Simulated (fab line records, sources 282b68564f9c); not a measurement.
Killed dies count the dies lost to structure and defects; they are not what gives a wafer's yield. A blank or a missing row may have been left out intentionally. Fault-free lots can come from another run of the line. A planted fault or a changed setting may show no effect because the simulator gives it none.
Comparing a struck lot with a sound one / flow rit cmos / 17 steps out of a route of 202
Sound: these wafers, L852.3, L852.4, L852.5. Struck: wafers L868.1, L868.4, L868.6. The cause is named last.
Per side, at each step with rows, come the tool, then ch with its chambers, and then its first start. Under that, the readings that differ: sound wafers / struck wafers / difference of the means / sigmas: that difference in standard deviations of wafers without a fault.
alike: readings with means less than 2 such deviations apart, plus words and numbers identical on both sides. not compared: withheld readings, readings lacking a value on some wafer, bounds such as >300 that could conceal the same value, and numbers that have no deviation in the record and whose values overlap.
The two part at a step that has a row with sigmas, a row that says differs or no value, or rows on one side only. When numbers do not overlap yet have no deviation, they are printed without sigmas and do not part them. A reading missing from all wafers of one side parts the sides only when that side holds two or more wafers.

first, 1 step without rows for these wafers: RIT_PRETRO_DEVELOP_05 (develop time 68 s).
RIT_PRETRO_OVL_MEAS_06:
  sound: overlay-01 at day 3 04:06; struck: overlay-01 at day 6 10:57
  alike: PRETRO_OVL
then, 2 steps without rows for these wafers: RIT_PRETRO_HARDBAKE_07 (time 120 s); RIT_PRETRO_IMPLANT_08.
RIT_PRETRO_STRIP_09: strips in O2, time 180 s.
  sound on plasma asher-04 ch 0,1, day 3 04:35; struck on plasma asher-02 ch 0,1, day 6 11:23
  alike: drypump motor current A
  not compared: rf hours counter h
RIT_PRETRO_TW_MEAS_10:
  sound: film metro-04 at day 3 04:43; struck: film metro-04 at day 6 11:34
  alike: PRETRO_TW
then, 5 steps without rows for these wafers: RIT_GATE_WET_ETCH_00 (etches SiO2 in BOE, target depth 56 nm, time 60 s); RIT_GATE_CLEAN_01 (cleans in SC1, time 600 s); RIT_GATE_CLEAN_02 (cleans in dHF, time 30 s); RIT_GATE_CLEAN_03 (cleans in SC2, time 600 s); RIT_GATE_CLEAN_04 (cleans in dHF, time 60 s).
RIT_FOX2_THK_MEAS_91:
  sound: film metro-03 at day 3 05:12; struck: film metro-03 at day 6 12:04
  alike: FIELD_OXIDE_LEFT_2_THK
RIT_GATE_OXIDATION_05: target thk 3 nm, ox time 270 s.
  sound on furnace-01 ch 0, day 3 05:14; struck on furnace-01 ch 0, day 6 12:08
reading=model.SiO2_of_GATE_OXIDATION_05.thk nm (nm); sound=2.993 2.988 2.967; struck=3.281 3.27 3.229; difference=+0.277; sigmas=
  alike: ox temp c
then, 1 step without rows for these wafers: RIT_GATE_ANNEAL_06 (time 600 s).
RIT_GATE_THK_MEAS_07:
  sound: film metro-03 at day 3 06:35; struck: film metro-04 at day 6 13:44
reading=GATE_OXIDE_THK (nm); sound=3.00 2.98 2.95; struck=3.29 3.27 3.24; difference=+0.29; sigmas=+4
then, 1 step without rows for these wafers: RIT_GATE_CVD_08 (deposits poly-Si from SiH4, target thk 250 nm, time 2220 s).
RIT_M1_PROBE_99:
  sound: prober-02 at day 4 06:03; struck: prober-02 at day 7 12:23
reading=model.etest.pmos_0p3.r on ohm um; sound=6185 6218 6104; struck=6662 6585 6571; difference=+437; sigmas=
reading=model.etest.nmos_0p3.r on ohm um; sound=2137 2151 2102; struck=2199 2189 2223; difference=+74; sigmas=
reading=model.etest.nmos_0p15.drive ua um; sound=491.1 492.7 494.7; struck=458.2 455.6 459.7; difference=-35.0; sigmas=
reading=model.etest.nmos narrow.drive ua um; sound=229.3 232.5 232.5; struck=203.3 203.6 206.8; difference=-26.9; sigmas=
reading=model.etest.nmos_0p3.drive ua um; sound=223.7 227.1 228.6; struck=208 206.7 209.6; difference=-18; sigmas=
reading=model.etest.pmos_0p15.drive ua um; sound=266.1 265.2 273.8; struck=249.1 248.8 250; difference=-19.1; sigmas=
reading=model.etest.pmos turned.drive ua um; sound=190.2 189.2 197.9; struck=186.2 188.7 187.7; difference=-4.9; sigmas=
  alike: killed at front end, killed dies, killed open, killed short
  not compared: model.etest.nmos turned.drive ua um

WHERE THEY PART
At RIT_GATE_THK_MEAS_07 and nowhere else, as far as this record goes. Later steps at which nothing parts them and some readings are alike: RIT_M1_PROBE_99.

WHY: whatever the simulator had introduced
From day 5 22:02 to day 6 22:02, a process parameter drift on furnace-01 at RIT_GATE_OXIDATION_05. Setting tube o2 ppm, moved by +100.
